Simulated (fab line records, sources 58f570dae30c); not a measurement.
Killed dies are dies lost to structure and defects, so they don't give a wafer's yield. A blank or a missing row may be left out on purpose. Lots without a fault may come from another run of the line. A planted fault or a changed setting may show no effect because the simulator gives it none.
Chamber matching | flow berkeley_cmos170 | UCB170_V2_CMP_02 on cmp-02: 4 sister chambers
The step polishes SiO2. 14 wafers are shown with their chamber, then 7 later ones without.

WAFERS WITH THEIR CHAMBER
wafer  | chamber | motor_current_A (A) | platen_rpm (rpm) | slurry_filter_dp_kPa (kPa)
L399.4 | 2       | 15.6                | 60.02            | 13.67
L399.5 | 3       | 14.3                | 60.00            | 13.61
L399.6 | 0       | 16.9                | 60.02            | 13.21
L405.1 | 0       | 16.7                | 60.02            | 13.61
L405.2 | 3       | 14.9                | 59.98            | 13.55
L405.3 | 2       | 15.9                | 60.00            | 13.69
L402.2 | 2       | 17.2                | 60.06            | 13.49
L402.3 | 1       | 19.3                | 60.06            | 13.77
L402.6 | 0       | 17.2                | 60.01            | 13.33
L404.1 | 1       | 19.1                | 59.99            | 13.54
L404.5 | 2       | 16.8                | 60.09            | 13.46
L404.6 | 1       | 17.8                | 60.00            | 13.32
L407.1 | 1       | 18.2                | 59.99            | 13.67
L407.4 | 2       | 16.5                | 60.10            | 13.71

SIGNATURES (means of the wafers above)
reading              | chamber 0 | chamber 1 | chamber 2 | chamber 3 | scatter within a chamber
motor_current_A      | 16.933    | 18.600    | 16.400    | 14.600    | 0.596
platen_rpm           | 60.0167   | 60.0100   | 60.0540   | 59.9900   | 0.0334
slurry_filter_dp_kPa | 13.3833   | 13.5750   | 13.6040   | 13.5800   | 0.16
Rule: a wafer's distance from a chamber is the root of the sum, over the readings, of the square of ((its reading less the chamber's mean) divided by the reading's scatter). The wafer belongs to the nearest chamber; if the next one is less than 2 further off, it can't be placed. The scatter: the root of (the sum of the squares of (reading less its chamber's mean) over the shown wafers, divided by (wafers less chambers)).

WAFERS WITHOUT THEIR CHAMBER
wafer  | motor_current_A (A) | platen_rpm (rpm) | slurry_filter_dp_kPa (kPa)
L407.5 | 15.0                | 59.95            | 13.39
L408.2 | 17.2                | 60.00            | 13.47
L408.5 | 18.7                | 59.96            | 13.40
L408.6 | 15.8                | 60.01            | 13.60
L415.3 | 17.6                | 60.04            | 13.71
L415.4 | 14.7                | 59.94            | 13.46
L415.5 | 17.0                | 60.02            | 13.42

WHICH CHAMBER EACH WENT THROUGH
wafer  | from the rows above          | in truth
L407.5 | can't be placed: 3 or 0      | 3
L408.2 | can't be placed: 0 or 2 or 1 | 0
L408.5 | can't be placed: 1 or 0      | 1
L408.6 | can't be placed: 2 or 3 or 0 | 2
L415.3 | can't be placed: 1 or 2 or 0 | 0
L415.4 | 3                            | 3
L415.5 | can't be placed: 0 or 2      | 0
Placed correctly: 1 of 7. Can't be placed from these rows: 6 (the true chamber is among the candidates in 6). Placed wrongly: 0.
